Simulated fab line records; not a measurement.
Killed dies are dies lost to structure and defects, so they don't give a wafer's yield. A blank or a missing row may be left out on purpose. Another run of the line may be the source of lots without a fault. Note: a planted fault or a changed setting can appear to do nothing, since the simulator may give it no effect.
Check for tools in common | flow rit cmos | Sample size 9 lots and 33 wafers

== THE REASON FOR OPENING IT ==
At RIT_SPACER_THK_MEAS_04 the reading SPACER_NITRIDE_THK is flagged on 2 of 9 lots. Wafers without a fault read 251.3 nm, standard deviation 2.3.
Rule: flag the lot when none of its wafers has a number, or when each of its wafers that has one lies beyond 4 standard deviations from that mean. The other lots count as sound.

lot  | measured    | on            | SPACER_NITRIDE_THK (nm), wafer by wafer | flag
L776 | day 2 21:59 | film metro-01 | 250.2 251.9 250.5                       |
L777 | day 3 03:28 | film metro-04 | 249.8 248.9 249.0                       |
L779 | day 3 13:23 | film metro-02 | 249.6 250.3 251.7                       |
L784 | day 4 14:26 | film metro-02 | 216.6 217.9 218.6 216.8 217.8 218.5     | FLAGGED
L787 | day 5 04:11 | film metro-04 | 217.8 216.3 219.5 217.9 216.6 219.4     | FLAGGED
L789 | day 5 14:29 | film metro-02 | 251.2 250.9 251.6                       |
L792 | day 6 05:24 | film metro-02 | 247.7 246.2 251.2                       |
L793 | day 6 11:53 | film metro-02 | 253.9 254.3 254.1                       |
L799 | day 7 18:00 | film metro-04 | 248.9 248.5 248.0                       |
The numbers of the flagged lots are 217.8 nm on average: -33.5 nm against the usual, or -15 standard deviations.

== WHICH TOOL RAN EACH LOT ==
The record holds 1 process step before the reading, out of a route of 202 steps. In each cell: the tool, then ch and the chambers that the sampled wafers went through, then the start.
lot  | flag    | RIT_SPACER_CVD_03
L776 |         | lpcvd-02 ch 0, day 2 20:04
L777 |         | lpcvd-01 ch 1, day 3 01:33
L779 |         | lpcvd-02 ch 0, day 3 11:28
L784 | FLAGGED | lpcvd-01 ch 1, day 4 12:31
L787 | FLAGGED | lpcvd-01 ch 1, day 5 02:16
L789 |         | lpcvd-02 ch 0, day 5 12:32
L792 |         | lpcvd-02 ch 1, day 6 03:28
L793 |         | lpcvd-02 ch 0, day 6 09:58
L799 |         | lpcvd-02 ch 0, day 7 16:04
What the steps here do:
- RIT_SPACER_CVD_03: deposits Si3N4 from SiH2Cl2/NH3, target thk 250 nm, time 3300 s.
- RIT_SPACER_THK_MEAS_04

== FLAGGED OVER TOTAL, TOOL BY TOOL (the gauges that took the reading come last) ==
step                   | tool          | lots run | flagged | share of the flagged lots | sound lots run after its first flagged lot
RIT_SPACER_CVD_03      | lpcvd-01      | 3        | 2       | all                       | 0
RIT_SPACER_CVD_03      | lpcvd-02      | 6        | 0       | none                      | -
RIT_SPACER_THK_MEAS_04 | film metro-01 | 1        | 0       | none                      | -
RIT_SPACER_THK_MEAS_04 | film metro-02 | 5        | 1       | some                      | 3 (L789,L792,L793)
RIT_SPACER_THK_MEAS_04 | film metro-04 | 3        | 1       | some                      | 1 (L799)

== THE TABLE: WHAT IT ALLOWS ==
Rows of the table that ran each flagged lot: 1, that is lpcvd-01 at RIT_SPACER_CVD_03.
- lpcvd-01 at RIT_SPACER_CVD_03 ran 3 lots, 2 of them flagged. It ran its last sound lot, L777, at day 3 01:33 and its first flagged lot, L784, at day 4 12:31: a fault with its onset between the two fits.
Left over: one tool, lpcvd-01 at RIT_SPACER_CVD_03.

== WHAT THE SIMULATOR HAD INSERTED ==
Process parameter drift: lpcvd-01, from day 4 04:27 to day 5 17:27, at RIT_SPACER_CVD_03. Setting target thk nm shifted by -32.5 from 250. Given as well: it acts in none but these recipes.
Struck lots among those shown: L784, L787. Same finding as the rule above.
